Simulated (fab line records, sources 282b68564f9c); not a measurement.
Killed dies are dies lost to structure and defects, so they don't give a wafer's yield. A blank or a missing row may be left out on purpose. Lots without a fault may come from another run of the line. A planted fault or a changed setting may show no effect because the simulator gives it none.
fab line records | flow rit_cmos | part 2 of 2: steps 35 to 48 of 48
record lots=5 wafers=15 last_day=6
route steps=202 shown GATE@75 FOX2@80 REOX@98 NLDD@103 PLDD@114
lots that met no fault: from a run of the same line without faults
start_h: hours from the record's first day to the start of the lot's first wafer shown | wait_h: hours since the lot's step before | " the same as in the row above | L1.1+2: a row that stands for several wafers | - no value, or no start given | * or withheld: withheld | < > ~ a bound
route shown NAME@n: a module of which the file shows steps, and the number in the route of the first | usual: mean/standard deviation of fault-free wafers | same: alike in all rows | chamber/n: place in a boat | sites: the reading at each site | _std_site: their standard deviation | _edge_site: outer sites' mean less inner sites' | radius_mm: how far each site lies from the wafer's centre | mask NAME#n: copy n | behind: the tool/chamber that last shaped the wafer | hold: why the lot was held/for how many hours/how that ended | device: the transistor (n, p or np) that didn't switch | end of line: the same wafers' tests at the end of the route | a step without rows: its recipe alone | killed: dies lost to structure and defects at the first sort, not the wafer's yield | map: a wafer's dies, x killed, . not, _ none there
set.NAME: the setting as run; set.NAME@STEP: as run at that earlier step | model.NAME: the simulator's own value behind a step, which no gauge read
lots at some steps of the route; a table a step, a row a wafer
services: from which hour (start_h, from the record's first day; less than 0 if before it) a tool's chamber was out of use, for how many hours, and why
## steps
# step RIT_NLDD_OVL_MEAS_06
# usual NLDD_OVL=0.4/1.6
# columns lot.wafer tool chamber start_h wait_h NLDD_OVL[nm]
L076.1 overlay-01 - 51.71 - 3.0
L076.3 " - " " 4.3
L076.6 " - " " 1.0
L080.1 overlay-02 - 74.59 - -1.5
L080.2 " - " " -1.2
L080.4 " - " " -0.7
L083.3 overlay-02 - 87.87 - 0.2
L083.4 " - " " 0.6
L083.5 " - " " -1.8
L086.1 overlay-01 - 106.11 - 1.0
L086.2 " - " " -0.3
L086.6 " - " " -0.3
L093.4 overlay-01 - 139.25 - 1.3
L093.5 " - " " 2.7
L093.6 " - " " 1.8
# step RIT_NLDD_HARDBAKE_07
# recipe resist=NOVOLAK temp_c=140 time_s=60
# columns lot.wafer tool chamber start_h wait_h
L076.1+3+6 litho_track-04 0 51.80 0.1
L080.1+2+4 litho_track-01 0 74.63 0.0
L083.3+4+5 litho_track-02 0 87.94 0.1
L086.1+2+6 litho_track-04 0 106.14 0.0
L093.4+5+6 litho_track-04 0 139.34 0.1
# step RIT_NLDD_IMPLANT_08
# recipe species=P energy_kev=20 dose_cm2=5e+14 tilt_deg=7
# same implant_ion_amu=31
# columns lot.wafer tool chamber start_h wait_h
L076.1+3+6 implanter-01 0 51.95 0.1
L080.1+2+4 implanter-03 0 74.78 0.1
L083.3+4+5 implanter-03 0 88.09 0.1
L086.1+2+6 implanter-04 0 106.29 0.1
L093.4+5+6 implanter-04 0 139.49 0.1
# step RIT_NLDD_STRIP_09
# recipe chemistry=O2 time_s=180 resist=NOVOLAK platen_temp_c=withheld power_w=500 pressure_mtorr=4000 o2_flow_sccm=4000
# usual chamber_pressure_mTorr=4000/3.5 drypump_motor_current_A=5.8/0.51 rf_refl_power_W=7.2/1.4
# columns lot.wafer tool chamber start_h wait_h chamber_pressure_mTorr drypump_motor_current_A rf_hours_counter_h rf_refl_power_W
L076.1 plasma_asher-02 0 52.10 0.1 3995 6.5 40 9.2
L076.3 " 1 " " 3996 5.7 - 5.3
L076.6 " 1 " " 4001 5.7 - 5.5
L080.1 plasma_asher-01 1 74.93 0.1 3997 6.3 28 6.6
L080.2 " 0 " " 4000 5.8 28 9.1
L080.4 " 0 " " 4001 5.8 - 9.0
L083.3 plasma_asher-04 1 88.25 0.1 4002 5.1 - 7.6
L083.4 " 0 " " 4004 5.4 - 5.8
L083.5 " 0 " " 4005 5.4 - 5.8
L086.1 plasma_asher-04 0 106.44 0.1 3996 5.4 46 5.9
L086.2 " 1 " " 3998 5.0 46 6.9
L086.6 " 1 " " 4005 5.0 - 7.3
L093.4 plasma_asher-04 0 139.62 0.1 3999 5.4 - 5.7
L093.5 " 1 " " 3994 5.0 - 7.3
L093.6 " 0 " " 4000 5.4 - 6.1
# step RIT_NLDD_TW_MEAS_10
# usual NLDD_TW=2480/14
# columns lot.wafer tool chamber start_h wait_h NLDD_TW
L076.1 film_metro-04 - 52.27 0.1 2478
L076.3 " - " " 2472
L076.6 " - " " 2480
L080.1 film_metro-03 - 75.10 0.1 2487
L080.2 " - " " 2497
L080.4 " - " " 2496
L083.3 film_metro-03 - 88.39 0.1 2489
L083.4 " - " " 2501
L083.5 " - " " 2485
L086.1 film_metro-02 - 106.62 0.1 2485
L086.2 " - " " 2480
L086.6 " - " " 2474
L093.4 film_metro-02 - 139.77 0.1 2497
L093.5 " - " " 2497
L093.6 " - " " 2480
# step RIT_PLDD_HMDS_00
# recipe prime_time_s=60 prime_temp_c=140
# columns lot.wafer tool chamber start_h wait_h
L076.1+3+6 litho_track-03 0 52.33 0.1
L080.1+2+4 litho_track-02 0 75.16 0.1
L083.3+4+5 litho_track-01 0 88.48 0.1
L086.1+2+6 litho_track-01 0 106.68 0.1
L093.4+5+6 litho_track-03 0 139.87 0.1
# step RIT_PLDD_COAT_01
# recipe resist=NOVOLAK spin_rpm=3250 resist_thk_nm=1000
# columns lot.wafer tool chamber start_h wait_h
L076.1+3+6 litho_track-03 0 52.48 0.1
L080.1+2+4 litho_track-02 0 75.31 0.1
L083.3+4+5 litho_track-01 0 88.63 0.1
L086.1+2+6 litho_track-01 0 106.83 0.1
L093.4+5+6 litho_track-03 0 140.02 0.1
# step RIT_PLDD_SOFTBAKE_02
# recipe resist=NOVOLAK temp_c=90 time_s=60
# columns lot.wafer tool chamber start_h wait_h
L076.1+3+6 litho_track-03 0 52.63 0.1
L080.1+2+4 litho_track-02 0 75.46 0.1
L083.3+4+5 litho_track-01 0 88.78 0.1
L086.1+2+6 litho_track-01 0 106.98 0.1
L093.4+5+6 litho_track-03 0 140.17 0.1
# step RIT_PLDD_EXPOSE_03
# recipe mask_id=M8 na=0.57 target_cd_nm=40900 dose_mj=250
# usual reticle_temp_C=22.98/0.098
# columns lot.wafer tool chamber start_h wait_h mask reticle_temp_C
L076.1 iline_stepper-01 0 52.78 0.1 M8#0 23.02
L076.3 " 0 " " M8#0 22.96
L076.6 " 0 " " M8#0 22.97
L080.1 iline_stepper-01 0 75.74 0.2 M8#0 23.04
L080.2 " 0 " " M8#0 23.01
L080.4 " 0 " " M8#0 23.06
L083.3 iline_stepper-02 0 88.92 0.1 M8#0 22.97
L083.4 " 0 " " M8#0 22.96
L083.5 " 0 " " M8#0 22.87
L086.1 iline_stepper-01 0 107.25 0.2 M8#0 22.93
L086.2 " 0 " " M8#0 23.00
L086.6 " 0 " " M8#0 23.02
L093.4 iline_stepper-02 0 140.31 0.1 M8#0 23.03
L093.5 " 0 " " M8#0 23.04
L093.6 " 0 " " M8#0 23.01
# step RIT_PLDD_PEB_04
# recipe resist=NOVOLAK temp_c=withheld time_s=withheld
# columns lot.wafer tool chamber start_h wait_h
L076.1+3+6 litho_track-03 0 52.90 0.1
L080.1+2+4 litho_track-02 0 75.85 0.1
L083.3+4+5 litho_track-03 0 89.05 0.1
L086.1+2+6 litho_track-02 0 107.37 0.1
L093.4+5+6 litho_track-03 0 140.44 0.1
# step RIT_PLDD_DEVELOP_05
# recipe resist=NOVOLAK develop_time_s=50 dev_temp_c=23
# columns lot.wafer tool chamber start_h wait_h
L076.1+3+6 litho_track-03 0 - -
L080.1+2+4 litho_track-02 0 - -
L083.3+4+5 litho_track-03 0 - -
L086.1+2+6 litho_track-02 0 - -
L093.4+5+6 litho_track-03 0 - -
# step RIT_PLDD_OVL_MEAS_06
# usual PLDD_OVL=0.5/1.3
# columns lot.wafer tool chamber start_h wait_h PLDD_OVL[nm]
L076.1 overlay-01 - 53.18 - 1.1
L076.3 " - " " 0.5
L076.6 " - " " 2.3
L080.1 overlay-02 - 76.14 - 0.2
L080.2 " - " " 2.7
L080.4 " - " " -1.2
L083.3 overlay-01 - 89.29 - 1.3
L083.4 " - " " -1.4
L083.5 " - " " 0.5
L086.1 overlay-02 - 107.65 - -1.2
L086.2 " - " " -1.7
L086.6 " - " " 1.7
L093.4 overlay-01 - 140.67 - 0.4
L093.5 " - " " 0.7
L093.6 " - " " 1.4
# step RIT_PLDD_HARDBAKE_07
# recipe resist=NOVOLAK temp_c=140 time_s=60
# columns lot.wafer tool chamber start_h wait_h
L076.1+3+6 litho_track-01 0 53.22 0.0
L080.1+2+4 litho_track-02 0 76.17 0.0
L083.3+4+5 litho_track-03 0 89.37 0.1
L086.1+2+6 litho_track-02 0 107.69 0.0
L093.4+5+6 litho_track-03 0 140.76 0.1
# step RIT_PLDD_IMPLANT_08
# recipe species=BF2 energy_kev=20 dose_cm2=9e+14 tilt_deg=7
# same implant_ion_amu=49
# columns lot.wafer tool chamber start_h wait_h
L076.1+3+6 implanter-01 0 53.37 0.1
L080.1+2+4 implanter-02 0 76.32 0.1
L083.3+4+5 implanter-04 0 89.52 0.1
L086.1+2+6 implanter-04 0 107.84 0.1
L093.4+5+6 implanter-02 0 140.91 0.1
## services
# columns tool chamber start_h hours kind
rie_si-02 2 18.03 3.7 repair
implanter-02 - 19.75 1.2 repair
lpcvd-01 - 25.05 6.1 pm
implanter-02 - 27.49 3.4 repair
furnace-02 - 33.98 2.6 pm
plasma_asher-02 - 34.92 0.8 repair
iline_stepper-01 - 42.90 2.1 pm
implanter-03 - 46.06 2.7 pm
furnace-03 - 47.44 3.1 pm
lpcvd-01 - 56.69 6.0 pm
implanter-01 - 58.16 23.6 repair
furnace-01 - 60.24 14.8 pm
implanter-03 - 66.78 3.7 repair
iline_stepper-02 - 68.03 1.7 pm
furnace-01 - 83.45 11.7 repair
implanter-01 - 90.88 1.9 repair
iline_stepper-01 - 93.41 1.7 pm
furnace-01 - 105.92 3.1 pm
plasma_asher-04 - 108.75 9.0 pm
rie_si-02 3 117.21 3.4 repair
furnace-01 - 119.88 4.6 pm
furnace-04 - 132.34 4.2 pm
plasma_asher-04 - 135.51 1.5 repair
iline_stepper-01 - 135.73 3.9 repair
